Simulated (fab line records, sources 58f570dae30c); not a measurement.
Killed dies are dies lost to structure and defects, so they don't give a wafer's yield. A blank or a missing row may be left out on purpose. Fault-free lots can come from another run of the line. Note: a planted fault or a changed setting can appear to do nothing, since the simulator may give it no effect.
One fault seen from 2 desks | flow berkeley cmos170 | each desk holds nothing but its own numbers, with what lay behind them at the end

== THE TOOL OWNER'S DESK: rie diel-01 ==
The tool's own readings at UCB170_NWELL_ETCH_13 (etches Si3N4 in CH3F/Ar/O2, stops on SiO2, target depth 246.4 nm, time 154 s): means of the sampled wafers that have a number, for each lot that ran on this tool. Any lot whose mean is over 4 standard deviations away from the usual mean is out of limits and marked OUT; that distance is given in the brackets.
Columns: A = CH3F_flow_sccm at UCB170_NWELL_ETCH_13, usual 20.00 sccm; B = drypump motor current A at UCB170_NWELL_ETCH_13, usual 5.6 A; C = oes product au at UCB170_NWELL_ETCH_13, usual 0.940 a.u.; D = run length s at UCB170_NWELL_ETCH_13, usual 182.3 s; E = throttle valve pct at UCB170_NWELL_ETCH_13, usual 8.06 %
lot  | first seen here | A     | B   | C                | D               | E
L587 | day 2 10:05     | 20.02 | 5.8 | 0.929            | 182.6           | 8.08
L590 | day 3 02:52     | 19.96 | 5.5 | 0.927            | 182.5           | 7.99
L594 | day 4 01:25     | 19.98 | 5.5 | 0.994            | 172.1 (-22) OUT | 7.99
L600 | day 5 01:44     | 20.04 | 5.1 | 1.003 (+4.2) OUT | 172.0 (-22) OUT | 8.05
L610 | day 7 07:21     | 19.98 | 5.1 | 0.949            | 182.5           | 8.05
Finding of this desk: L594, L600 out of limits; the first was L594 at day 4 01:25, on run length s at UCB170_NWELL_ETCH_13. L587, L590, L610 stayed within limits.

== FROM THE METROLOGY DESK ==
Lot by lot, what the gauges showed, no matter which tool ran the lot: averages of those sampled wafers that carry a number. Any lot whose mean is over 4 standard deviations away from the usual mean is out of limits and marked OUT; that distance is given in the brackets.
Columns: A = PWELL_NITRIDE_THK at UCB170_PWELL_THK_MEAS_06, usual 219.1 nm; B = ACTIVE_OXIDE_THK at UCB170_ACTIVE_THK_MEAS_03, usual 26.1 nm; C = ACTIVE_OVL at UCB170_ACTIVE_OVL_MEAS_14, usual 4 nm
lot  | first seen here | A     | B    | C
L587 | day 3 02:16     | 215.4 | 26.0 | 4
L588 | day 3 21:52     | 217.2 | 26.1 | -8
L589 | day 3 21:52     | 219.6 | 25.7 | 1
L590 | day 3 21:53     | 218.3 | 25.7 | 7
L591 | day 4 09:21     | 219.2 | 26.1 | -5
L594 | day 4 21:25     | 221.8 | 26.0 | 14
L593 | day 4 21:26     | 221.6 | 26.7 | 9
L596 | day 5 11:29     | 219.3 | 26.3 | 1
L600 | day 5 21:06     | 222.5 | 26.0 | 7
L603 | day 6 06:59     | 218.0 | 26.9 | 1
L605 | day 7 00:53     | 217.1 | 26.7 | -1
L608 | day 7 10:42     | 218.3 | 25.6 | 5
L610 | day 8 01:46     | 216.3 | 25.6 | 3
L609 | day 8 01:47     | 219.1 | 25.7 | 2
Result from this desk: across the 14 lots, nothing is out of limits.

== BROUGHT TOGETHER ==
At day 4 01:25, on L594, L600, the tool owner's desk was in a position to raise an alarm.
From the metrology desk's view, nothing was out of limits.
The metrology desk holds a record of L594, L600, inside its limits.
On rie diel-01, each named lot ran UCB170_NWELL_ETCH_13.

== WHAT THE SIMULATOR HAD INSERTED ==
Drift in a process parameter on rie diel-01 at UCB170_NWELL_ETCH_13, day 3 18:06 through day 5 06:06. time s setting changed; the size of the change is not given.
Shown lots that were struck: L594, L600.
Time in hours from fault onset to the first out-of-limits reading at each desk: the tool owner's desk, 7.
